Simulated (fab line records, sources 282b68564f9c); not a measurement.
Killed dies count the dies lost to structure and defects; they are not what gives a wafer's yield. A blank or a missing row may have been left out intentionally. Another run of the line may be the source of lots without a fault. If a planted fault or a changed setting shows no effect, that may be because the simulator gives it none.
fab line records | flow ritCmos
record: lots: 7 wafers: 21 lastDay: 7
route steps=202 shown PWELL@49 WELLDRIVE@50 NWELL@51 NRETRO@53 PRETRO@64 M1@202
lots that met no fault: taken from a fault-free run of the same line
startH: the number of hours between the record's first day and the start of the first shown wafer of the lot | waitH: hours from the lot's prior step to this one | " identical to the entry in the row above | L1.1+2: a row that stands for several wafers | - value missing, or start not given | * or withheld: withheld | < > ~ a bound
route shown NAME@n: NAME is a module with steps in the file, n the number in the route of the first one | usual: average and standard deviation across the fault-free wafers | same: alike in all rows | chamber/n: place in a boat | sites: per-site readings | _std_site: their standard deviation | _edge_site: outer sites' mean less inner sites' | radiusMm: for every site, how far away it sits from the centre of the wafer | mask NAME#n: copy n | behind: the last tool/chamber to shape the wafer | hold: what put the lot on hold/how long, in hours/how the hold closed | device: which transistor (n, p or np) failed to switch | end of line: at the end of the route, the tests of the same wafers | a step given without rows: its recipe and nothing more | killed: the dies lost at the first sort to structure and to defects; this is not the yield of the wafer | map: dies across one wafer; x = killed, . = not, _ = none there
set.NAME: the run value of the setting; set.NAME@STEP: its run value at that earlier step | model.NAME: the simulator's own value behind a step, which no gauge read
lots at some steps of the route; a table a step, a row a wafer
services: when a tool's chamber went out of use (startH, in hours from the record's first day, below 0 if earlier), for how many hours, and the reason
== steps ==
step: RIT_PWELL_TW_MEAS_10
usual: PWELL_TW: 955/8
columns lot.wafer tool chamber startH waitH PWELL_TW
L526.1 filmMetro-01 - 34.01 0.1 942
L526.4 " - " " 942
L526.6 " - " " 940
L527.1 filmMetro-04 - 40.04 0.1 957
L527.2 " - " " 961
L527.3 " - " " 961
L528.2 filmMetro-04 - 43.61 0.1 958
L528.3 " - " " 962
L528.6 " - " " 961
L530.1 filmMetro-03 - 51.42 0.1 964
L530.2 " - " " 965
L530.3 " - " " 960
L531.1 filmMetro-03 - 57.22 0.1 960
L531.2 " - " " 960
L531.3 " - " " 957
L533.2 filmMetro-01 - 79.49 0.1 941
L533.5 " - " " 940
L533.6 " - " " 942
L545.2 filmMetro-01 - 126.01 0.1 941
L545.4 " - " " 942
L545.6 " - " " 944
step: RIT_WELLDRIVE_ANNEAL_00
recipe: tempC: 1100 timeS: 14700 ambient: N2
step: RIT_WELLDRIVE_RS_MEAS_01
recipe: thkMeasGauge: four-point-probe
usual: NWELL_RS: 275.2/0.6
columns lot.wafer tool chamber startH waitH NWELL_RS[ohm/sq]
L526.1 filmMetro-04 - 40.82 0.0 274.6
L526.4 " - " " 274.1
L526.6 " - " " 274.3
L527.1 filmMetro-03 - 45.88 0.0 276.0
L527.2 " - " " 275.5
L527.3 " - " " 275.2
L528.2 filmMetro-04 - 49.21 0.0 274.8
L528.3 " - " " 275.8
L528.6 " - " " 274.9
L530.1 filmMetro-04 - 61.14 0.0 276.4
L530.2 " - " " 275.6
L530.3 " - " " 276.3
L531.1 filmMetro-01 - 73.35 0.0 276.1
L531.2 " - " " 275.5
L531.3 " - " " 275.9
L533.2 filmMetro-04 - 88.46 0.0 274.9
L533.5 " - " " 275.6
L533.6 " - " " 276.2
L545.2 filmMetro-04 - 131.72 0.0 274.6
L545.4 " - " " 274.8
L545.6 " - " " 274.6
step: RIT_WELLDRIVE_RS_MEAS_02
recipe: thkMeasGauge: four-point-probe
usual: PWELL_RS: 429.3/1.1
columns lot.wafer tool chamber startH waitH PWELL_RS[ohm/sq]
L526.1 filmMetro-04 - 40.94 0.1 429.7
L526.4 " - " " 429.8
L526.6 " - " " 429.0
L527.1 filmMetro-03 - 46.00 0.1 429.1
L527.2 " - " " 429.5
L527.3 " - " " 428.7
L528.2 filmMetro-04 - 49.33 0.1 428.7
L528.3 " - " " 429.0
L528.6 " - " " 429.6
L530.1 filmMetro-04 - 61.26 0.1 430.3
L530.2 " - " " 429.9
L530.3 " - " " 429.3
L531.1 filmMetro-01 - 73.47 0.1 429.5
L531.2 " - " " 428.1
L531.3 " - " " 428.6
L533.2 filmMetro-04 - 88.58 0.1 428.5
L533.5 " - " " 428.4
L533.6 " - " " 427.8
L545.2 filmMetro-04 - 131.84 0.1 429.8
L545.4 " - " " 430.5
L545.6 " - " " 430.3
step: RIT_NRETRO_HMDS_00
recipe: primeTimeS: 60 primeTempC: 140
step: RIT_NRETRO_COAT_01
recipe: resist: NOVOLAK spinRpm: 2000 resistThkNm: 1300
step: RIT_NRETRO_SOFTBAKE_02
recipe: resist: NOVOLAK tempC: 90 timeS: 60
step: RIT_NRETRO_EXPOSE_03
recipe: maskId: M4 na: 0.57 targetCdNm: 43900 doseMj: 250
step: RIT_NRETRO_PEB_04
recipe: resist: NOVOLAK tempC: withheld timeS: withheld
step: RIT_NRETRO_DEVELOP_05
recipe: resist: NOVOLAK developTimeS: 68 devTempC: 23
step: RIT_NRETRO_OVL_MEAS_06
usual: NRETRO_OVL: 0.2/1.1
columns lot.wafer tool chamber startH waitH NRETRO_OVL[nm]
L526.1 overlay-02 - 42.06 - -1.0
L526.4 " - " " -0.9
L526.6 " - " " 0.3
L527.1 overlay-02 - 47.16 - -0.8
L527.2 " - " " -1.9
L527.3 " - " " -1.3
L528.2 overlay-02 - 50.31 - -0.3
L528.3 " - " " 1.5
L528.6 " - " " 0.3
L530.1 overlay-01 - 62.26 - -1.4
L530.2 " - " " -1.3
L530.3 " - " " -0.5
L531.1 overlay-02 - 74.47 - -1.5
L531.2 " - " " -0.2
L531.3 " - " " -0.8
L533.2 overlay-02 - 89.81 - -0.5
L533.5 " - " " 0.2
L533.6 " - " " 1.2
L545.2 overlay-01 - 132.83 - -1.4
L545.4 " - " " 0.5
L545.6 " - " " -0.2
step: RIT_NRETRO_HARDBAKE_07
recipe: resist: NOVOLAK tempC: 140 timeS: 120
step: RIT_NRETRO_IMPLANT_08
recipe: species: P energyKev: 70 doseCm2: 1e+13 tiltDeg: 7
usual: doseIonsCm2: 1e+13/1.1e+10 faradayCurrentUA: 31.7/0.56
columns lot.wafer tool chamber startH waitH doseIonsCm2 faradayCurrentUA
L526.1 implanter-03 0 42.35 0.2 1.0005e+13 31.7
L526.4 " 0 " " 9.991e+12 30.3
L526.6 " 0 " " 1.0006e+13 31.8
L527.1 implanter-03 0 47.44 0.2 1e+13 31.9
L527.2 " 0 " " 9.986e+12 31.9
L527.3 " 0 " " 9.987e+12 32.1
L528.2 implanter-03 0 50.62 0.2 1.3699e+13 43.2
L528.3 " 0 " " 1.3695e+13 43.7
L528.6 " 0 " " 1.3702e+13 46.1
L530.1 implanter-02 0 62.55 0.2 1.0018e+13 31.4
L530.2 " 0 " " 1.0012e+13 31.4
L530.3 " 0 " " 1.0017e+13 31.4
L531.1 implanter-03 0 74.75 0.2 1.3718e+13 42.8
L531.2 " 0 " " 1.3696e+13 44.5
L531.3 " 0 " " 1.3694e+13 43.3
L533.2 implanter-03 0 90.12 0.2 1.3705e+13 42.9
L533.5 " 0 " " 1.3691e+13 43.6
L533.6 " 0 " " 1.3707e+13 43.7
L545.2 implanter-02 0 133.14 0.2 9.979e+12 31.5
L545.4 " 0 " " 1.0005e+13 31.9
L545.6 " 0 " " 9.994e+12 31.2
step: RIT_NRETRO_STRIP_09
recipe: chemistry: O2 timeS: 180 resist: NOVOLAK platenTempC: withheld powerW: 500 pressureMtorr: 4000 o2FlowSccm: 4000
usual: drypumpMotorCurrentA: 5.5/0.55
columns lot.wafer tool chamber startH waitH drypumpMotorCurrentA rfHoursCounterH
L526.1 plasmaAsher-03 0 42.50 0.1 5.7 38
L526.4 " 1 " " 4.7 -
L526.6 " 1 " " 4.7 -
L527.1 plasmaAsher-03 1 47.59 0.1 4.7 39
L527.2 " 0 " " 5.7 39
L527.3 " 1 " " 4.7 -
L528.2 plasmaAsher-04 0 50.74 0.1 5.5 43
L528.3 " 1 " " 4.9 -
L528.6 " 1 " " 4.9 -
L530.1 plasmaAsher-04 1 62.70 0.1 4.9 44
L530.2 " 0 " " 5.5 44
L530.3 " 1 " " 4.9 -
L531.1 plasmaAsher-02 1 74.90 0.1 6.4 42
L531.2 " 0 " " 5.7 42
L531.3 " 1 " " 6.4 -
L533.2 plasmaAsher-04 0 90.24 0.1 5.5 47
L533.5 " 1 " " 4.9 -
L533.6 " 0 " " 5.5 -
L545.2 plasmaAsher-03 1 133.26 0.1 4.7 2
L545.4 " 1 " " 4.7 -
L545.6 " 0 " " 5.7 -
step: RIT_NRETRO_TW_MEAS_10
usual: NRETRO_TW: 1055/11
columns lot.wafer tool chamber startH waitH NRETRO_TW
L526.1 filmMetro-02 - 42.67 0.1 1064
L526.4 " - " " 1059
L526.6 " - " " 1063
L527.1 filmMetro-03 - 47.77 0.1 1051
L527.2 " - " " 1057
L527.3 " - " " 1056
L528.2 filmMetro-02 - 50.93 0.1 1176
L528.3 " - " " 1175
L528.6 " - " " 1179
L530.1 filmMetro-03 - 62.87 0.1 1061
L530.2 " - " " 1051
L530.3 " - " " 1058
L531.1 filmMetro-03 - 75.08 0.1 1178
L531.2 " - " " 1172
L531.3 " - " " 1177
L533.2 filmMetro-02 - 90.43 0.1 1176
L533.5 " - " " 1177
L533.6 " - " " 1170
L545.2 filmMetro-01 - 133.45 0.1 1040
L545.4 " - " " 1049
L545.6 " - " " 1042
step: RIT_PRETRO_HMDS_00
recipe: primeTimeS: 60 primeTempC: 140
step: RIT_M1_PROBE_99
usual: killed_at_M0_to_M3: 0.0/0.083 killedAtContacts: 0.1/0.23 killedAtFrontEnd: 6.7/2.9 killedDies: 6.8/2.9 killedOpen: 3.5/2.1 killedShort: 3.2/1.9
same: grossDies: 264 killed_at_M4_up: 0 killedAtBackSide: 0 killedAtOther: 0
columns lot.wafer tool chamber startH waitH killed_at_M0_to_M3 killedAtContacts killedAtFrontEnd killedDies killedOpen killedShort
L528.2 prober-02 - 98.77 0.1 0 0 6 6 4 2
L528.3 prober-02 - 98.82 0.2 0 0 12 12 7 5
L528.6 prober-02 - 98.97 0.2 0 0 3 3 3 0
L530.1 prober-02 - 106.78 0.1 0 0 7 7 3 4
L530.2 prober-02 - 106.83 0.1 0 0 7 7 6 1
L530.3 prober-02 - 106.88 0.2 0 0 6 6 6 0
L531.1 prober-01 - 108.28 0.1 0 0 10 10 5 5
L531.2 prober-01 - 108.33 0.1 0 0 4 4 3 1
L531.3 prober-01 - 108.38 0.2 0 0 8 8 4 4
L533.2 prober-01 - 128.08 0.1 0 0 7 7 0 7
L533.5 prober-01 - 128.23 0.2 0 0 6 6 2 4
L533.6 prober-01 - 128.28 0.2 0 0 5 5 3 2
L545.2 prober-01 - 164.44 0.1 0 0 5 5 1 4
L545.4 prober-01 - 164.54 0.2 0 0 6 6 3 3
L545.6 prober-01 - 164.64 0.2 0 0 4 4 1 3
killed by level:class
L528.2 GATE:geometricParticle:open=2 SPACER:geometricParticle:open=2 GATE:geometricParticle:short=1 SPACER:geometricParticle:short=1
L528.3 GATE:geometricParticle:open=3 GATE:geometricParticle:short=3 SPACER:geometricParticle:open=2 SPACER:geometricParticle:short=2 FOX1:geometricParticle:open=1 FOX2:geometricParticle:open=1
L528.6 FOX1:geometricParticle:open=1 FOX2:geometricParticle:open=1 GATE:geometricParticle:open=1
L530.1 REOX:geometricParticle:short=2 FOX1:geometricParticle:short=1 GATE:geometricParticle:short=1 GATE:geometricParticle:open=1 REOX:geometricParticle:open=1 SILICIDE:geometricParticle:open=1
L530.2 GATE:geometricParticle:open=6 FOX1:geometricParticle:short=1
L530.3 GATE:geometricParticle:open=2 REOX:geometricParticle:open=2 SPACER:geometricParticle:open=2
L531.1 GATE:geometricParticle:short=2 REOX:geometricParticle:short=2 GATE:geometricParticle:open=2 REOX:geometricParticle:open=1 SPACER:geometricParticle:open=1 SILICIDE:geometricParticle:short=1 SILICIDE:geometricParticle:open=1
L531.2 GATE:geometricParticle:open=2 FOX1:geometricParticle:short=1 REOX:geometricParticle:open=1
L531.3 GATE:geometricParticle:short=2 GATE:geometricParticle:open=2 FOX1:geometricParticle:short=1 REOX:geometricParticle:short=1 SPACER:geometricParticle:open=1 SILICIDE:geometricParticle:open=1
L533.2 FOX2:geometricParticle:short=2 SILICIDE:geometricParticle:short=2 FOX1:geometricParticle:short=1 GATE:geometricParticle:short=1 SPACER:geometricParticle:short=1
L533.5 FOX1:geometricParticle:short=2 FOX2:geometricParticle:short=2 FOX1:geometricParticle:open=1 SILICIDE:geometricParticle:open=1
L533.6 GATE:geometricParticle:open=1 GATE:geometricParticle:short=1 REOX:geometricParticle:short=1 SPACER:geometricParticle:open=1 SILICIDE:geometricParticle:open=1
L545.2 GATE:geometricParticle:short=4 GATE:geometricParticle:open=1
L545.4 GATE:geometricParticle:short=3 GATE:geometricParticle:open=2 SPACER:geometricParticle:open=1
L545.6 SPACER:geometricParticle:short=2 FOX1:geometricParticle:short=1 SPACER:geometricParticle:open=1
== services ==
columns tool chamber startH hours kind
implanter-03 - 69.62 2.3 repair
implanter-03 - 87.47 2.2 pm
plasmaAsher-03 - 108.88 9.0 pm
plasmaAsher-03 0 108.88 9.0 ventCycle
plasmaAsher-03 1 108.88 9.0 ventCycle
plasmaAsher-03 0 117.88 - clean
plasmaAsher-03 1 117.88 - clean
implanter-02 - 119.67 2.7 repair
== key ==
firstSign: step: RIT_NRETRO_IMPLANT_08 reading: doseIonsCm2 direction: up sigmas: 99+ usual: 1e+13 struck: 1.3701e+13
effect: step: RIT_NRETRO_IMPLANT_08 reading: faradayCurrentUA direction: up sigmas: 22 usual: 31.7 struck: 43.7
effect: step: RIT_NRETRO_TW_MEAS_10 reading: NRETRO_TW direction: up sigmas: 10 usual: 1055 struck: 1175
metAt RIT_NRETRO_IMPLANT_08
struckWafers L528.2,L528.3,L528.6,L531.1,L531.2,L531.3,L533.2,L533.5,L533.6
testerLeftOut L528,L531,L533
onsetBetween 47.44 50.62
fault: kind: processParameterDrift tool: implanter-03 chamber: - onsetH: 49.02 steps: RIT_NRETRO_IMPLANT_08 channel: doseCm2 offset: 3.7e+12 shape: step endH: 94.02 actsIn: theseRecipesOnly stated: 1e+13
testerLeftOut: of these lots the tester's yield and bins aren't shown, on N5 and GAA mostly nor the transistor test; their killed dies are dies lost to structure and defects alone, not to doping, threshold or leakage, so they don't give the yield
